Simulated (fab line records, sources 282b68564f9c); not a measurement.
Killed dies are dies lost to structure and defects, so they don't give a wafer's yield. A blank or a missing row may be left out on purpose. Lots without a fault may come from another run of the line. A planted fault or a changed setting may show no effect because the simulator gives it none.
Split-lot experiment | flow rit_cmos | 5 lots, 23 wafers read, on a route of 202 steps

THE SPLIT
At RIT_ACTIVE_OXIDATION_01 (target thk 46.8 nm, ox time 3360 s), the setting temp_c was moved away from the recipe's 1000 C on 15 of the 23 wafers read, by -2.9% to -1.0%. The other wafers ran this setting at the recipe's value.

The file shows no step between the split and the reading.

THE READING
ACTIVE_OXIDE_THK, in nm, at RIT_ACTIVE_THK_MEAS_02. Fault-free wafers of this fab line usually give 46.7 nm, standard deviation 0.89 nm.

wafer  | tool, chamber at the split | temp_c as run, C | against the recipe | ACTIVE_OXIDE_THK, nm | against lot-mates on the recipe
L074.1 | -, -                       | 975.1            | -2.5%              | 37.7                 | no lot-mate on the recipe
L074.2 | -, -                       | 975.1            | -2.5%              | 37.2                 | no lot-mate on the recipe
L074.3 | -, -                       | 975.1            | -2.5%              | 38.5                 | no lot-mate on the recipe
L074.4 | -, -                       | 975.1            | -2.5%              | 38.2                 | no lot-mate on the recipe
L074.6 | -, -                       | 975.1            | -2.5%              | 37.8                 | no lot-mate on the recipe
L078.1 | -, -                       | 989.8            | -1.0%              | 42.3                 | no lot-mate on the recipe
L078.2 | -, -                       | 989.8            | -1.0%              | 41.8                 | no lot-mate on the recipe
L078.4 | -, -                       | 989.8            | -1.0%              | 42.1                 | no lot-mate on the recipe
L078.5 | -, -                       | 989.8            | -1.0%              | 41.7                 | no lot-mate on the recipe
L078.6 | -, -                       | 989.8            | -1.0%              | 42.5                 | no lot-mate on the recipe
L081.2 | furnace-04, 0              | 1000             | recipe             | 46.3                 | -
L081.3 | furnace-04, 0              | 1000             | recipe             | 46.0                 | -
L081.6 | furnace-04, 0              | 1000             | recipe             | 46.5                 | -
L082.1 | -, -                       | 971.4            | -2.9%              | 37.4                 | no lot-mate on the recipe
L082.3 | -, -                       | 971.4            | -2.9%              | 37.8                 | no lot-mate on the recipe
L082.4 | -, -                       | 971.4            | -2.9%              | 37.4                 | no lot-mate on the recipe
L082.5 | -, -                       | 971.4            | -2.9%              | 37.7                 | no lot-mate on the recipe
L082.6 | -, -                       | 971.4            | -2.9%              | 37.4                 | no lot-mate on the recipe
L085.1 | -, -                       | 1000             | recipe             | 45.9                 | -
L085.2 | -, -                       | 1000             | recipe             | 46.3                 | -
L085.4 | -, -                       | 1000             | recipe             | 46.7                 | -
L085.5 | -, -                       | 1000             | recipe             | 46.2                 | -
L085.6 | -, -                       | 1000             | recipe             | 46.4                 | -

THE FIT
A straight line over all 23 wafers: ACTIVE_OXIDE_THK changes by +3.13 nm for each +1% of temp_c; r = +0.99; the points scatter about the line by 0.58 nm.
Too few moved wafers have a lot-mate on the recipe to fit a line with each lot's own level taken away.

THE WHOLE CHAIN: every reading that the file lists as answering this split, in the file's order
step                    | what it does                                                        | reading                                                                             | change (the file's fit)              | r (the file's)
RIT_ACTIVE_OXIDATION_01 | target thk 46.8 nm, ox time 3360 s                                  | SiO2_of_ACTIVE_OXIDATION_01.thk_nm (the simulator's own value, which no gauge read) | +3.13 nm for each +1% of the setting | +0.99
RIT_ACTIVE_THK_MEAS_02  |                                                                     | ACTIVE_OXIDE_THK                                                                    | +3.14 for each +1% of the setting    | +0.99
RIT_ACTIVE_ETCH_13      | etches Si3N4 in SF6, stops on SiO2, time 210 s, target depth 210 nm | SiO2_of_ACTIVE_OXIDATION_01.thk_nm (the simulator's own value, which no gauge read) | +3.03 nm for each +1% of the setting | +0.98

THE FILE'S OWN FIT
ACTIVE_OXIDE_THK changes by +3.14 nm for each +1% of temp_c, r = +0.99.
